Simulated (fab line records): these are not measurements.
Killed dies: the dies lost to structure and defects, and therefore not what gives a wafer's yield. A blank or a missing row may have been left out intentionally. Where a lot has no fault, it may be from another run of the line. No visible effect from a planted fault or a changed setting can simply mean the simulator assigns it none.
The same fault as seen by 2 desks || flow berkeley cmos170 || each desk has only its own numbers; what lay behind them comes last

## FOR THE TOOL OWNER'S DESK: rie diel-03
The tool's own readings at UCB170_NWELL_ETCH_13 (etches Si3N4 in CH3F/Ar/O2, stops on SiO2, target depth 246.4 nm, time 154 s): means of the sampled wafers that have a number, for each lot that ran on this tool. Any lot whose mean is over 4 standard deviations away from the usual mean is out of limits and marked OUT; that distance is given in the brackets.
Columns: A = drypump motor current A at UCB170_NWELL_ETCH_13, usual 5.6 A; B = oes product au at UCB170_NWELL_ETCH_13, usual 0.937 a.u.; C = rf fwd power W at UCB170_NWELL_ETCH_13, usual 448.2 W; D = throttle valve pct at UCB170_NWELL_ETCH_13, usual 8.02 %
{"lot": "L888", "first seen here": "day 3 17:47", "A": 5.8, "B": 0.931, "C": 446.7, "D": 8.13}
{"lot": "L890", "first seen here": "day 4 04:28", "A": 5.3, "B": 0.927, "C": "424.2 (-15) OUT", "D": 8.06}
{"lot": "L892", "first seen here": "day 4 13:01", "A": 5.8, "B": 0.926, "C": "425.0 (-14) OUT", "D": 8.13}
Finding of this desk: L890, L892 out of limits; the first was L890 at day 4 04:28, on rf fwd power W at UCB170_NWELL_ETCH_13. Within limits: L888.

## AT THE METROLOGY DESK
What the gauges read, lot by lot, whatever tool the lot ran on: means of the sampled wafers that have a number. Any lot whose mean is over 4 standard deviations away from the usual mean is out of limits and marked OUT; that distance is given in the brackets.
Columns: A = NWELL_OXIDE_THK at UCB170_NWELL_THK_MEAS_02, usual 26.2 nm; B = NWELL_NITRIDE_THK at UCB170_NWELL_THK_MEAS_05, usual 223.7 nm; C = NWELL_OVL at UCB170_NWELL_OVL_MEAS_12, usual 2 nm
{"lot": "L885", "first seen here": "day 3 00:37", "A": 26.2, "B": 225.2, "C": -6}
{"lot": "L888", "first seen here": "day 3 11:34", "A": 26.7, "B": 221.8, "C": 2}
{"lot": "L890", "first seen here": "day 3 21:34", "A": 26.3, "B": 223.6, "C": -2}
{"lot": "L891", "first seen here": "day 4 00:05", "A": 26.4, "B": 223.5, "C": 3}
{"lot": "L892", "first seen here": "day 4 05:22", "A": 26.3, "B": 223.2, "C": -3}
{"lot": "L900", "first seen here": "day 5 20:13", "A": 26.8, "B": 218.7, "C": -8}
This desk's verdict: no lot among the 6 shows anything out of limits.

## ALL TOGETHER
The tool owner's desk could have raised an alarm at day 4 04:28, on L890, L892.
At the metrology desk, nothing out of limits was observed.
The metrology desk has L890, L892 on record, within its limits.
All the named lots went through UCB170_NWELL_ETCH_13 on rie diel-03.

## WHAT HAD BEEN PUT IN BY THE SIMULATOR
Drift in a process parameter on rie diel-03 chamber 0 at UCB170_NWELL_ETCH_13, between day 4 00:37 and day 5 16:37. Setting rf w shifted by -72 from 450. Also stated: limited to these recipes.
Struck lots among those shown: L890, L892.
Time in hours from fault onset to the first out-of-limits reading at each desk: the tool owner's desk, 4.
